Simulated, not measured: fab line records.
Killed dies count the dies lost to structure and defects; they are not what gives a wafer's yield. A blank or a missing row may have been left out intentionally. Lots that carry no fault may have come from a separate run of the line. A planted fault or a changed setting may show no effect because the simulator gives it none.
2 desks looking at one fault | flow rit-cmos | each desk holds nothing but its own numbers, with what lay behind them at the end

## DESK OF THE TOOL OWNER: lpcvd-01
The tool's own readings at RIT_ACTIVE_CVD_03 (deposits Si3N4 from SiH2Cl2/NH3, target thk 150 nm, time 1500 s): means of the sampled wafers that have a number, for each lot that ran on this tool. Marked OUT: a lot whose mean sits more than 4 standard deviations from the usual mean, which makes it out of limits; the brackets give that distance.
Columns: A = nh3-flow-sccm at RIT_ACTIVE_CVD_03, usual 150.0 sccm; B = zone-power-centre-pct at RIT_ACTIVE_CVD_03, usual 36.4 %; C = zone-power-load-pct at RIT_ACTIVE_CVD_03, usual 21.7 %
lot  | first seen here | A               | B    | C
L530 | day 1 17:07     | 149.8           | 39.1 | 23.4
L532 | day 2 03:07     | 150.5           | 37.3 | 19.8
L534 | day 2 13:58     | 180.4 (+62) OUT | 38.9 | 23.4
L537 | day 3 04:07     | 180.3 (+62) OUT | 38.6 | 23.5
L547 | day 5 08:05     | 150.0           | 38.7 | 23.4
L549 | day 5 16:15     | 150.7           | 39.1 | 23.6
L550 | day 5 21:17     | 149.4           | 38.7 | 23.5
L551 | day 6 02:07     | 150.3           | 36.9 | 19.5
This desk's verdict: out of limits on L534, L537, starting with L534 at day 2 13:58 (nh3-flow-sccm at RIT_ACTIVE_CVD_03). L530, L532, L547, L549, L550, L551: within limits.

## THE METROLOGY DESK
Lot by lot, what the gauges showed, no matter which tool ran the lot: averages of those sampled wafers that carry a number. Marked OUT: a lot whose mean sits more than 4 standard deviations from the usual mean, which makes it out of limits; the brackets give that distance.
Columns: A = ACTIVE_NITRIDE_THK at RIT_ACTIVE_THK_MEAS_04, usual 151.0 nm; B = PWELL_OVL at RIT_PWELL_OVL_MEAS_06, usual 0.1 nm; C = NWELL_RS at RIT_WELLDRIVE_RS_MEAS_01, usual 275.5 ohm/sq
lot  | first seen here | A               | B    | C
L529 | day 1 13:52     | 151.8           | -2.5 | 275.7
L530 | day 1 18:33     | 151.1           | -0.5 | 276.7
L531 | day 1 23:32     | 149.9           | 2.3  | 274.6
L532 | day 2 04:32     | 152.2           | -2.5 | 274.8
L533 | day 2 10:13     | 149.9           | -0.3 | 275.9
L534 | day 2 15:24     | 172.0 (+17) OUT | -0.9 | 275.7
L537 | day 3 05:33     | 172.2 (+18) OUT | -0.4 | 276.0
L547 | day 5 09:30     | 149.0           | 1.1  | 274.9
L548 | day 5 13:25     | 151.4           | 1.8  | 274.6
L549 | day 5 17:41     | 150.8           | 0.1  | 276.0
L550 | day 5 22:44     | 152.2           | 1.3  | 275.2
L551 | day 6 03:33     | 151.8           | 0.6  | 274.9
L552 | day 6 09:32     | 150.1           | 0.6  | 276.1
This desk finds L534, L537 out of limits, with the earliest case on L534 at day 2 15:24 (ACTIVE_NITRIDE_THK at RIT_ACTIVE_THK_MEAS_04). L529, L530, L531, L532, L533, L547, L548, L549, L550, L551, L552: within limits.

## PUT TOGETHER
The tool owner's desk could have raised an alarm at day 2 13:58, on L534, L537.
L534, L537 would have let the metrology desk raise an alarm at day 2 15:24.
Of the lots named, all ran RIT_ACTIVE_CVD_03 on lpcvd-01.

## WHAT HAD BEEN PUT IN BY THE SIMULATOR
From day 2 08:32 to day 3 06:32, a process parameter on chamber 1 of lpcvd-01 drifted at RIT_ACTIVE_CVD_03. Setting nh3-flow-sccm, moved by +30, from 150. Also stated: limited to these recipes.
Shown lots that were struck: L534, L537.
Time in hours from fault onset to the first out-of-limits reading at each desk: tool owner's desk 5, metrology desk 7.
